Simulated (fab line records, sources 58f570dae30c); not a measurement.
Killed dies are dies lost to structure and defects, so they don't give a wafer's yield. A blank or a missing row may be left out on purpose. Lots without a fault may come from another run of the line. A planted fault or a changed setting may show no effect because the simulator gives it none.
Chamber matching | flow berkeley_cmos170 | UCB170_ZERO_ETCH_06 on rie_diel-03: 4 sister chambers
The step etches SiO2 in CHF3/CF4/Ar, time 12 s. 8 wafers are shown with their chamber, then 7 later ones without.

WAFERS WITH THEIR CHAMBER
wafer  | chamber | throttle_valve_pct (%) | oes_product_au (a.u.)
L685.6 | 1       | 9.30                   | 0.607
L690.4 | 3       | 9.13                   | 0.617
L690.5 | 2       | 9.40                   | 0.604
L693.1 | 3       | 9.15                   | 0.625
L693.2 | 2       | 9.41                   | 0.608
L693.3 | 0       | 9.28                   | 0.599
L699.2 | 1       | 9.29                   | 0.599
L699.3 | 0       | 9.29                   | 0.605

WAFERS WITHOUT THEIR CHAMBER
wafer  | throttle_valve_pct (%) | oes_product_au (a.u.)
L699.6 | 9.40                   | 0.604
L701.2 | 9.41                   | 0.600
L701.5 | 9.29                   | 0.608
L701.6 | 9.39                   | 0.608
L702.1 | 9.26                   | 0.608
L702.2 | 9.30                   | 0.608
L702.4 | 9.16                   | 0.620

WHICH CHAMBER EACH WENT THROUGH
wafer  | from the rows above     | in truth
L699.6 | 2                       | 2
L701.2 | 2                       | 2
L701.5 | can't be placed: 1 or 0 | 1
L701.6 | 2                       | 2
L702.1 | can't be placed: 0 or 1 | 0
L702.2 | can't be placed: 1 or 0 | 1
L702.4 | 3                       | 3
Placed correctly: 4 of 7. Can't be placed from these rows: 3 (the true chamber is among the candidates in 3). Placed wrongly: 0.
How it was worked out, from the rows above alone: a wafer's distance from a chamber is the root of the sum, over the readings, of the square of ((its reading less the chamber's mean) divided by the reading's scatter). The wafer belongs to the nearest chamber; if the next one is less than 2 further off, it can't be placed. A chamber's mean is the mean of its shown wafers. The scatter: the root of (the sum of the squares of (reading less its chamber's mean) over the shown wafers, divided by (wafers less chambers)).
